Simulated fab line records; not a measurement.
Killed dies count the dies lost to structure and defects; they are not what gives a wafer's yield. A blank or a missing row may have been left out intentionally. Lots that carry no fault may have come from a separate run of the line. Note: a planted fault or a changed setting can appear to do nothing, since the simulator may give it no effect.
Which of the tools did it?	flow berkeley cmos170	Sampling: 14 lots, 42 wafers, 5 of 331 route steps

## WHAT EACH GAUGE READ, for each wafer
UCB170_V1_THK_MEAS_01.
lot	measured	on	V1_TEOS_THK (nm)
L892	day 7 14:28	film metro-02	2010 2026 1994
L894	day 8 00:35	film metro-01	1952 2008 1983
L896	day 8 12:56	film metro-01	2000 1976 2014
L897	day 9 08:38	film metro-02	1975 1992 2030
L899	day 9 08:38	film metro-01	1965 2001 1984
L902	day 9 12:59	film metro-03	2026 2035 2007
L901	day 9 13:02	film metro-03	2000 1990 2011
L900	day 9 13:06	film metro-02	2009 2033 2037
L903	day 10 04:03	film metro-03	1969 1992 2030
L908	day 10 13:34	film metro-02	1971 1947 2020
L912	day 11 07:25	film metro-03	1943 1967 2007
L913	day 11 17:11	film metro-03	2002 1959 1994
L915	day 11 17:12	film metro-01	1967 1964 1995
L914	day 11 17:16	film metro-01	1983 2000 1998

UCB170_V1_BOW_MEAS_03.
lot	measured	on	V1_BOW (um)
L892	day 7 15:11	film metro-01	7 21 15
L894	day 8 00:57	film metro-02	20 14 28
L896	day 8 13:18	film metro-03	5 17 15
L897	day 9 09:00	film metro-03	18 29 18
L899	day 9 09:18	film metro-03	18 19 22
L902	day 9 13:22	film metro-02	15 21 22
L901	day 9 13:23	film metro-01	21 7 19
L900	day 9 13:39	film metro-02	16 11 20
L903	day 10 04:25	film metro-03	15 19 17
L908	day 10 13:56	film metro-03	17 12 27
L912	day 11 07:47	film metro-01	25 17 8
L913	day 11 17:33	film metro-02	17 17 37
L915	day 11 17:34	film metro-03	21 17 14
L914	day 11 17:53	film metro-03	16 10 19

UCB170_V2_THK_MEAS_01.
lot	measured	on	V2_TEOS_THK (nm)
L892	day 7 20:22	film metro-02	2008 2033 2014
L894	day 8 08:06	film metro-02	2002 2050 2033
L896	day 8 19:30	film metro-04	1951 2044 2013
L897	day 9 15:56	film metro-03	1994 2018 2044
L899	day 9 15:57	film metro-04	1959 2019 1990
L902	day 9 20:07	film metro-04	2013 2040 2022
L901	day 9 21:27	film metro-03	1973 2005 1974
L900	day 9 22:04	film metro-03	1994 2039 2014
L903	day 10 10:12	film metro-03	2002 2008 2049
L908	day 10 18:58	film metro-03	1972 1981 2018
L912	day 11 14:35	film metro-03	1957 2234 2044
L913	day 11 23:28	film metro-03	2219 1996 2022
L915	day 11 23:13	film metro-02	1988 2006 2036
L914	day 11 23:44	film metro-04	2018 2025 2010

## WHAT TOOL EACH LOT RAN ON (gives the tool, then ch and the chambers of the sampled wafers, and finally the start)
lot	UCB170_M2_ETCH_17	UCB170_V2_CVD_00
L892	rie diel-04 ch 2,3, day 7 19:46	pecvd-04 ch 0,1,2, day 7 20:13
L894	rie diel-01 ch 0,2, day 8 07:29	pecvd-03 ch 0,2, day 8 07:56
L896	rie diel-04 ch 0,3, day 8 18:53	pecvd-03 ch 0,1, day 8 19:20
L897	rie diel-02 ch 0,1,3, day 9 15:08	pecvd-03 ch 0,1,2, day 9 15:47
L899	rie diel-01 ch 1,2,3, day 9 15:21	pecvd-04 ch 0,1, day 9 15:48
L902	rie diel-04 ch 1,3, day 9 19:29	pecvd-03 ch 0,1, day 9 19:56
L901	rie diel-01 ch 1,2,3, day 9 20:40	pecvd-01 ch 0,1,2, day 9 21:17
L900	rie diel-01 ch 1,2,3, day 9 21:23	pecvd-04 ch 0,1, day 9 21:50
L903	rie diel-01 ch 0,1,3, day 10 09:35	pecvd-03 ch 0,2, day 10 10:02
L908	rie diel-01 ch 0,2,3, day 10 18:22	pecvd-03 ch 1,2, day 10 18:49
L912	rie diel-04 ch 0,2,3, day 11 13:58	pecvd-03 ch 0,1,2, day 11 14:25
L913	rie diel-01 ch 0,2,3, day 11 22:52	pecvd-03 ch 0,1,2, day 11 23:19
L915	rie diel-04 ch 1,2,3, day 11 22:35	pecvd-04 ch 1,2, day 11 23:02
L914	rie diel-02 ch 1,2,3, day 11 23:07	pecvd-01 ch 0,1,2, day 11 23:34
- UCB170_M2_ETCH_17: etches BARC in N2/H2.
- UCB170_V2_CVD_00: deposits SiO2 from TEOS/O2, target thk 2000 nm, time 250 s.

## AS READ BY THE TOOLS THEMSELVES (means over the sampled wafers that have a number; for cases with no such wafer, the mark the record gives instead)
UCB170_M2_ETCH_17.
lot	tool	drypump motor current A (A)	oes product au (a.u.)	throttle valve pct (%)
L892	rie diel-04	5.7	0.994	13.21
L894	rie diel-01	5.8	0.994	13.21
L896	rie diel-04	5.7	1.000	13.35
L897	rie diel-02	5.8	1.015	13.35
L899	rie diel-01	5.5	1.001	13.31
L902	rie diel-04	5.8	0.967	13.40
L901	rie diel-01	5.5	1.006	13.31
L900	rie diel-01	5.5	1.005	13.31
L903	rie diel-01	5.5	1.015	13.31
L908	rie diel-01	5.5	0.999	13.35
L912	rie diel-04	5.7	1.003	13.24
L913	rie diel-01	5.5	0.995	13.36
L915	rie diel-04	5.9	0.981	13.30
L914	rie diel-02	5.5	1.014	13.33

UCB170_V2_CVD_00.
lot	tool	heater power w (W)	run length s (s)
L892	pecvd-04	242	278.4
L894	pecvd-03	187	277.2
L896	pecvd-03	282	277.2
L897	pecvd-03	237	277.5
L899	pecvd-04	256	278.2
L902	pecvd-03	266	277.8
L901	pecvd-01	278	277.4
L900	pecvd-04	252	278.4
L903	pecvd-03	205	277.7
L908	pecvd-03	233	277.4
L912	pecvd-03	220	286.5
L913	pecvd-03	273	286.2
L915	pecvd-04	245	278.2
L914	pecvd-01	258	277.5

## THE ANSWER, worked out from the rows above alone
Rule: what is usual is taken from the lots themselves. Put in order of their means at a reading, lots are off if they are a third of the lots or fewer, leave a main group of 4 or more, and stand apart from it by a gap of 3 or more times the standard deviation of the main group's means; of several such gaps the widest counts. The tables above print the reading to a certain number of digits; a main group whose means all agree to those digits is not used. A lot without any number at a reading at which 4 lots or more have one is off too. The other lots that the step has rows for count as sound. Order of review: gauges by route order, followed by the tools' own readings, for which a lot's mean as printed above is used. The first step at which some lot is off is used, and at that step the reading that is off furthest; a lot without a number counts as furthest.
Off: at UCB170_V2_THK_MEAS_01 (V2_TEOS_THK), L912, L913. The main group has a mean of 2010 nm with a standard deviation of 14.
A tool fits if, at a process step before that reading, it ran every lot that is off, and no sound lot after the first of them. Not tried: the gauges at UCB170_V2_THK_MEAS_01; whatever is off there is also off at UCB170_V2_CVD_00, on other tools, and gauge error can't account for it. One candidate fits, namely pecvd-03 at UCB170_V2_CVD_00. A fault onset in the window from L908 (day 10 18:49, its last sound lot) to L912 (day 11 14:25, its first lot off) fits.
On the lots that are off, the tool's own readings at UCB170_V2_CVD_00 differ by more than 5 times the standard deviation of the sound lots' means, which bears it out; run length s reads 286.4 s there versus 277.7 s on the sound lots.

## WHAT THE SIMULATOR HAD PUT IN
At UCB170_V2_CVD_00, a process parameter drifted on pecvd-03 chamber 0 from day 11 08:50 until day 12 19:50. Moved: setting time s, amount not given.
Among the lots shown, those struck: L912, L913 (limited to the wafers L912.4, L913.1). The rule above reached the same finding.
